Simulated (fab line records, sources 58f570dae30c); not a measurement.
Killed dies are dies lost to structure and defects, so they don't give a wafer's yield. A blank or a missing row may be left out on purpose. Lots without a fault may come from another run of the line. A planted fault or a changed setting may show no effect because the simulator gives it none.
Tool commonality check | flow berkeley_cmos170 | 14 lots, 42 wafers sampled

WHY IT WAS OPENED
At UCB170_SDANNEAL_RS_MEAS_05 the reading NLDD_RS is flagged on 2 of 14 lots. Wafers without a fault read 617.1 ohm/sq, standard deviation 1.2.
Rule: a lot is flagged when every wafer of it that has a number lies more than 4 standard deviations from that mean, or none has a number. The other lots count as sound.

lot  | measured     | on            | NLDD_RS (ohm/sq), wafer by wafer | flag
L833 | day 7 19:44  | film_metro-03 | 614.9 618.0 618.2                |
L835 | day 8 07:02  | film_metro-01 | 616.4 618.3 616.1                |
L834 | day 8 07:41  | film_metro-03 | 618.0 615.8 617.9                |
L836 | day 8 19:28  | film_metro-02 | 616.2 616.8 618.0                |
L838 | day 8 20:20  | film_metro-02 | 617.1 617.7 616.3                |
L837 | day 8 20:46  | film_metro-03 | 615.7 616.4 615.5                |
L839 | day 9 09:32  | film_metro-02 | 617.1 615.8 618.2                |
L840 | day 9 10:08  | film_metro-02 | 617.3 616.7 616.7                |
L842 | day 9 20:41  | film_metro-03 | 616.0 616.5 615.4                |
L845 | day 10 13:11 | film_metro-01 | 616.2 616.4 617.5                |
L848 | day 11 04:10 | film_metro-02 | 586.4 587.3 588.6                | FLAGGED
L851 | day 11 16:13 | film_metro-03 | 584.9 584.8 583.9                | FLAGGED
L855 | day 12 09:01 | film_metro-02 | 618.4 619.2 616.9                |
L854 | day 12 09:52 | film_metro-01 | 617.4 618.0 618.3                |
The numbers of the flagged lots are 586.0 ohm/sq on average: -31.1 ohm/sq against the usual, or -26 standard deviations.

WHICH TOOL RAN EACH LOT
The record holds 1 process step before the reading, out of a route of 331 steps. In each cell: the tool, then ch and the chambers that the sampled wafers went through, then the start.
lot  | flag    | UCB170_NLDD_IMPLANT_09
L833 |         | implanter-04 ch 0, day 7 08:19
L835 |         | implanter-04 ch 0, day 7 18:24
L834 |         | implanter-01 ch 0, day 7 18:40
L836 |         | implanter-01 ch 0, day 8 06:41
L838 |         | implanter-03 ch 0, day 8 07:19
L837 |         | implanter-01 ch 0, day 8 07:31
L839 |         | implanter-01 ch 0, day 8 22:35
L840 |         | implanter-03 ch 0, day 8 21:52
L842 |         | implanter-01 ch 0, day 9 09:02
L845 |         | implanter-04 ch 0, day 10 01:26
L848 | FLAGGED | implanter-01 ch 0, day 10 16:13
L851 | FLAGGED | implanter-01 ch 0, day 11 04:14
L855 |         | implanter-04 ch 0, day 11 20:32
L854 |         | implanter-03 ch 0, day 11 19:34
What these steps do:
- UCB170_NLDD_IMPLANT_09
- UCB170_SDANNEAL_RS_MEAS_05: measures by four-point-probe.

FLAGGED OVER TOTAL, TOOL BY TOOL (the gauges that took the reading come last)
step                       | tool          | lots run | flagged | share of the flagged lots | sound lots run after its first flagged lot
UCB170_NLDD_IMPLANT_09     | implanter-01  | 7        | 2       | all                       | 0
UCB170_NLDD_IMPLANT_09     | implanter-03  | 3        | 0       | none                      | -
UCB170_NLDD_IMPLANT_09     | implanter-04  | 4        | 0       | none                      | -
UCB170_SDANNEAL_RS_MEAS_05 | film_metro-01 | 3        | 0       | none                      | -
UCB170_SDANNEAL_RS_MEAS_05 | film_metro-02 | 6        | 1       | some                      | 1 (L855)
UCB170_SDANNEAL_RS_MEAS_05 | film_metro-03 | 5        | 1       | some                      | 0

WHAT THE TABLE ALLOWS
1 row of the table ran every flagged lot: implanter-01 at UCB170_NLDD_IMPLANT_09.
- implanter-01 at UCB170_NLDD_IMPLANT_09: 2 of its 7 lots flagged. Its last sound lot is L842 (day 9 09:02), its first flagged lot L848 (day 10 16:13): a fault that began between those two fits. Its own readings lie more than 4 standard deviations out on every wafer of the flagged lots: beam_energy_keV.
One tool is left: implanter-01 at UCB170_NLDD_IMPLANT_09.

WHAT THE SIMULATOR HAD PUT IN
Process parameter drift: implanter-01, from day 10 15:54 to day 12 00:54, at UCB170_NLDD_IMPLANT_09. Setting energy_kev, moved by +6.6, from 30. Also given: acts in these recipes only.
Lots struck among those shown: L848, L851. The rule above found the same.
